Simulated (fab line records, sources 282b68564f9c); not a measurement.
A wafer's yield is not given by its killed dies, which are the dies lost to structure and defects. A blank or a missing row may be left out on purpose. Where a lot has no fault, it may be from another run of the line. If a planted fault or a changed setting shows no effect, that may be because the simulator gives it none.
A struck lot beside a sound one || flow ritCmos || 27 out of 202 route steps
Sound: the wafers L972.2, L972.3, L972.6. Wafers L980.1, L980.2, L980.6 were the ones struck. Last of all comes the cause.
Order at every step that has rows: each side's tool, ch and its chambers, its first start. Under that, the readings that differ: sound wafers || struck wafers || difference of the means || sigmas: that difference in standard deviations of wafers without a fault.
alike: readings with means less than 2 such deviations apart, plus words and numbers identical on both sides. not compared: withheld readings, readings lacking a value on some wafer, bounds such as >300 that could conceal the same value, and numbers that have no deviation in the record and whose values overlap.
A row with sigmas, a row that says differs or no value, or rows on one side alone: a step with any of these is where the two part. Numbers that have no deviation but don't overlap get no sigmas and don't part them. A reading missing from all wafers of one side parts the sides only when that side holds two or more wafers.

first, 4 steps without rows for these wafers: RIT_CONTACT_SOFTBAKE_04 (time 60 s); RIT_CONTACT_EXPOSE_05 (exposes mask M11, target cd 1000 nm); RIT_CONTACT_PEB_06; RIT_CONTACT_DEVELOP_07 (develop time 120 s).
RIT_CONTACT_CD_MEAS_08 targets a cd of 1000 nm.
  sound on cdSem-01 at day 4 15:13; struck on cdSem-02 at day 6 09:58
  alike: cdNm
RIT_CONTACT_OVL_MEAS_09:
  sound on overlay-02 at day 4 15:19; struck on overlay-02 at day 6 10:05
  alike: CONTACT_OVL
then, 1 step without rows for these wafers: RIT_CONTACT_HARDBAKE_10 (time 60 s).
RIT_CONTACT_ETCH_11: etches SiO2 in CHF3/CF4/Ar, stops on TiSi2, target depth 480 nm, time 320 s.
  sound on rieDiel-02 ch 0,3, day 4 15:30; struck on rieDiel-03 ch 0,1, day 6 10:17
  alike: drypumpMotorCurrentA, oesProductAu, throttleValvePct
  not compared: rfHoursCounterH
RIT_CONTACT_STRIP_12: strips in O2, time 180 s.
  sound on plasmaAsher-04 ch 1, day 4 15:42; struck on plasmaAsher-02 ch 0,1, day 6 10:28
  alike: drypumpMotorCurrentA
  not compared: rfHoursCounterH
RIT_CONTACT_CD_MEAS_90 targets a cd of 1000 nm.
  sound on cdSem-02 at day 4 15:53; struck on cdSem-01 at day 6 10:39
  alike: cdNm
then, 2 steps without rows for these wafers: RIT_CONTACT_CLEAN_13 (cleans in SC1, time 600 s); RIT_CONTACT_CLEAN_14 (cleans in SC2, time 600 s).
RIT_M1_SPUTTER_00: material Al, target thk 400 nm, time 500 s.
  sound on pvdSputter-01 at day 4 16:33; struck on pvdSputter-01 at day 6 11:37
  alike: throttleValvePct
RIT_M1_RS_MEAS_01: the measuring method here is four-point-probe.
  sound on filmMetro-04 at day 4 16:52; struck on filmMetro-04 at day 6 11:55
{"reading": "M1_AL_RS (ohm/sq)", "sound": "0.0737 0.0742 0.0737", "struck": "0.0365 0.0366 0.0363", "difference": -0.0374, "sigmas": -45}
RIT_M1_THK_MEAS_02: measures by xrf.
  sound on filmMetro-04 at day 4 16:58; struck on filmMetro-04 at day 6 12:02
{"reading": "M1_AL_THK (nm)", "sound": "395 394 396", "struck": "791 783 790", "difference": "+393", "sigmas": "+66"}
then, 6 steps without rows for these wafers: RIT_M1_HMDS_03 (prime time 60 s); RIT_M1_COAT_04 (resist thk 1300 nm); RIT_M1_SOFTBAKE_05 (time 60 s); RIT_M1_EXPOSE_06 (exposes mask M12, target cd 2600 nm); RIT_M1_PEB_07; RIT_M1_DEVELOP_08 (develop time 68 s).
RIT_M1_CD_MEAS_09 targets a cd of 2600 nm.
  sound on cdSem-01 at day 4 17:55; struck on cdSem-02 at day 6 12:58
  alike: cdNm
RIT_M1_OVL_MEAS_10:
  sound on overlay-01 at day 4 18:02; struck on overlay-01 at day 6 13:05
  alike: M1_OVL
then, 1 step without rows for these wafers: RIT_M1_HARDBAKE_11 (time 120 s).
RIT_M1_METAL_ETCH_12: etches Al in Cl2/BCl3, stops on SiO2, time 165 s, target depth 600 nm.
  sound on rieMetal-04 ch 0,1, day 4 18:19; struck on rieMetal-03 ch 0,1, day 6 13:22
{"reading": "oesProductAu (a.u.)", "sound": "0.779 0.771 0.764", "struck": "1.003 1.028 1.015", "difference": "+0.244", "sigmas": "+24"}
{"reading": "model.etch.depthNm (nm)", "sound": "398.2 395.7 398.6", "struck": "589.2 613.2 611.1", "difference": "+207.0", "sigmas": ""}
{"reading": "model.M1.featureDepthNm (nm)", "sound": "430.4 427.9 430.2", "struck": "589.2 613.2 611.1", "difference": "+175.0", "sigmas": ""}
  alike: drypumpMotorCurrentA, mfcCl2Sccm, throttleValvePct
  not compared: rfHoursCounterH
then, 1 step without rows for these wafers: RIT_M1_STRIP_13 (strips in nmp, time 600 s).
RIT_M1_PROBE_99:
  sound on prober-02 at day 4 20:37; struck on prober-02 at day 6 15:52
{"reading": "defectLimitedYield (%)", "sound": "97.7 97.7 97.7", "struck": "0 0 0", "difference": -98, "sigmas": -81}
{"reading": "killed_at_M0_to_M3", "sound": "0 0 0", "struck": "260 262 257", "difference": "+260", "sigmas": "+99 or more"}
{"reading": "killedDies", "sound": "6 6 6", "struck": "264 264 264", "difference": "+258", "sigmas": "+83"}
{"reading": "killedOnRim", "sound": "0 3 4", "struck": "70 70 70", "difference": "+68", "sigmas": "+45"}
{"reading": "sort_bin_5_function (%)", "sound": "0.8 1.5 1.5", "struck": "99.6 99.6 98.9", "difference": "+98.1", "sigmas": "+99 or more"}
{"reading": "sortNPass", "sound": "258 258 258", "struck": "0 0 0", "difference": -258, "sigmas": -83}
{"reading": "sortYieldPct (%)", "sound": "97.7 97.7 97.7", "struck": "0 0 0", "difference": -98, "sigmas": -81}
  alike: killedAtFrontEnd, killedOpen, killedShort, sort_bin_3_pad_short, sort_bin_6_memory

== WHERE THEY PART ==
First at RIT_M1_RS_MEAS_01; last, within this record, at RIT_M1_PROBE_99.

WHY: the cause the simulator had injected
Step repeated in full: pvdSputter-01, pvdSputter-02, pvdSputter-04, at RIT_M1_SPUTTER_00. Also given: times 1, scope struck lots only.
